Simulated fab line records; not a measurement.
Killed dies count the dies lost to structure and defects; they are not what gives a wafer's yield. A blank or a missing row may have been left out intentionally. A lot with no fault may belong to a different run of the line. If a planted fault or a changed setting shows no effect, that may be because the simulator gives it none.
A lot that was struck, set against a sound lot / flow berkeley_cmos170 / 15 out of 331 route steps
Sound: the wafers L614.1, L614.4, L614.5. Wafers struck: L612.4, L612.5, L612.6. Last of all comes the cause.
For every step that has rows: the tool of each side, followed by ch and its chambers, followed by its first start. Under that, the readings that differ: sound wafers / struck wafers / difference of the means / sigmas: that difference in standard deviations of wafers without a fault.
alike: readings whose means differ by less than 2 such deviations, and words and numbers that are the same on both sides. not compared: withheld readings, readings that some wafer has no value for, bounds like >300 that may hide the same value, and numbers for which the record gives no deviation and whose values overlap.
The two part at a step that has a row with sigmas, a row that says differs or no value, or rows on one side only. Numbers that have no deviation but don't overlap get no sigmas and don't part them. Lack of a reading on every wafer of one side parts them only where that side has two or more wafers.

UCB170_NWELL_THK_MEAS_05:
  sound on film_metro-02 at day 5 15:07; struck on film_metro-03 at day 5 06:44
reading=NWELL_NITRIDE_THK (nm); sound=221.9 222.2 221.6; struck=226.7 225.4 227.1; difference=+4.5; sigmas=+2
then, 6 steps without rows for these wafers: UCB170_NWELL_HMDS_06 (prime time 60 s); UCB170_NWELL_COAT_07 (resist thk 900 nm); UCB170_NWELL_SOFTBAKE_08 (time 60 s); UCB170_NWELL_EXPOSE_09 (exposes mask NWELL, target cd 3000 nm); UCB170_NWELL_PEB_10; UCB170_NWELL_DEVELOP_11 (develop time 45 s).
UCB170_NWELL_OVL_MEAS_12:
  sound on overlay-02 at day 5 16:05; struck on overlay-02 at day 5 07:37
  alike: NWELL_OVL
UCB170_NWELL_ETCH_13: etches Si3N4 in CH3F/Ar/O2, stops on SiO2, target depth 246.4 nm, time 154 s.
  sound on rie_diel-04 ch 0,2, day 5 16:07; struck on rie_diel-03 ch 2,3, day 5 07:38
reading=oes_product_au (a.u.); sound=0.911 0.920 0.940; struck=0.953 0.941 0.961; difference=+0.028; sigmas=+3
  alike: CH3F_flow_sccm, drypump_motor_current_A, rf_fwd_power_W, throttle_valve_pct
  not compared: rf_hours_counter_h
then, 1 step without rows for these wafers: UCB170_NWELL_IMPLANT_14.
UCB170_NWELL_STRIP_15: strips in O2.
  sound on plasma_asher-04 ch 0,1, day 5 16:22; struck on plasma_asher-04 ch 0,1, day 5 07:55
  alike: drypump_motor_current_A, oes_product_au, strip_time_to_endpoint_s
  not compared: rf_hours_counter_h
UCB170_NWELL_TW_MEAS_16:
  sound on film_metro-01 at day 5 16:28; struck on film_metro-02 at day 5 08:01
reading=NWELL_TW; sound=1266 1260 1253; struck=1227 1227 1226; difference=-33; sigmas=-3
UCB170_NWELL_CLEAN_17: cleans in SPM, time 600 s.
  sound on wet_bench-02 ch 3, day 5 16:44; struck on wet_bench-03 ch 1, day 5 08:03
  no value came back on the struck wafers for bath_guard_temp_C (C), bath_heat_duty_pct (%); on the sound wafers bath_guard_temp_C (C) reads 120.0 120.0 120.1
then, 1 step without rows for these wafers: UCB170_NWELL_WET_ETCH_18 (etches Si3N4 in H3PO4, time 14400 s).
-- the record jumps here: 5 days lie between the struck wafers' starts before and after (it left off in module NWELL and takes up again in module M3, whose first step shown is number 331 of the route) --
UCB170_M3_PROBE_99:
  the record has rows for the struck wafers here (prober-02, day 10 11:10) and none for the sound ones

== WHERE THEY PART ==
At UCB170_NWELL_THK_MEAS_05 first; at UCB170_M3_PROBE_99 last (within this record only).

WHY: what the simulator had put in
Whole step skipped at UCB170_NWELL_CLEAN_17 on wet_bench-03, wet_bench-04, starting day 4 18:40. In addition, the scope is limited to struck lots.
